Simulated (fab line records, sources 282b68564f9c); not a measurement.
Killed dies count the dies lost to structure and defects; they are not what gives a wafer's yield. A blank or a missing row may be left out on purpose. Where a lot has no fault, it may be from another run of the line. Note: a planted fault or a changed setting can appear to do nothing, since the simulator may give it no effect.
Code-filled problem report in 8D (eight disciplines) form + flow rit cmos + the parts of the form that need people (team, actions taken, sign-off) are left out

## 1. THE ISSUE
At RIT_M1_COAT_04, spin speed rpm averages 1922.1 rpm over 9 wafers from 3 lots, while fault-free wafers read 1999.7 rpm, standard deviation 1.4. Relative to the usual mean, that is a shift of -55 standard deviations.
The step: resist thk 1300 nm.
First observed at day 6 21:20: wafer L358.2, on litho track-01. Wafers with a number at this step in the record: 21, from 7 lots. Rule for "out" (also "out of limits"): further than 4 standard deviations from the usual mean. All remaining wafers that have a number are taken as sound.

## 2. WHAT IT IS, WHAT IT ISN'T
| question                    | is                     | is not                                                                   |
|-----------------------------|------------------------|--------------------------------------------------------------------------|
| which readings at this step | spin speed rpm         | -                                                                        |
| which lots                  | L358, L359, L360       | L344, L353, L361, L362                                                   |
| which wafers of those lots  | all that have a number | -                                                                        |
| read on which tools         | litho track-01         | litho track-03, litho track-04                                           |
| when                        | from day 6 21:20       | up to then (6 sound wafers); but 6 sound wafers of L361, L362 came after |

## 3. WHAT RULES OUT EACH SUSPECT
Counting: a tool at any process step up to the reading remains a suspect when it ran all the lots that are out and ran no sound lot after the first of those.
- plasma asher-03 at RIT_CONTACT_STRIP_12 (strips in O2, time 180 s): kept. It ran every lot that is out, first L358 (day 6 20:02), and no sound lot after that.
- litho track-01 at RIT_M1_COAT_04 (resist thk 1300 nm): kept. All lots that are out passed through it, beginning with L358 at day 6 21:20, and no sound lot followed; its final sound lot before that point was L344 at day 4 05:02. On those wafers its own readings are out: spin speed rpm.
After counting, plasma asher-03 at RIT_CONTACT_STRIP_12 and litho track-01 at RIT_M1_COAT_04 remain.

## 4. THE CAUSE (what the simulator had put in)
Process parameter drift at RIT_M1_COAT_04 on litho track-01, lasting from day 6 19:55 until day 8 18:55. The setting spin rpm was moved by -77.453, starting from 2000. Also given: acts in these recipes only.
This tool is one of the 2 suspects left after counting.

## 5. THE EFFECT CHAIN, in route order
Each row: a reading whose mean over the struck wafers that have a number lies more than 3 standard deviations from the usual. Only readings whose record carries a usual standard deviation are examined. hours: median over the lots of the time between each lot's start at the first step of this table that gives one and its start at this step. sigmas: the change, counted in usual standard deviations.
| hours | step           | reading        | usual      | on struck wafers | change | sigmas |
|-------|----------------|----------------|------------|------------------|--------|--------|
| 0     | RIT_M1_COAT_04 | spin speed rpm | 1999.7 rpm | 1922.1           | -77.6  | -55    |
Process steps it contains:
- RIT_M1_COAT_04: resist thk 1300 nm.
Later steps that measure or inspect, where all struck wafers having a row at the step show a number for every such reading and not one has moved that far: RIT_M1_CD_MEAS_09, RIT_M1_OVL_MEAS_10.

## 6. WHAT WOULD HAVE CAUGHT IT SOONER
In this record the first reading out of limits was taken at day 6 21:20, 1 hour after the fault began at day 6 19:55.
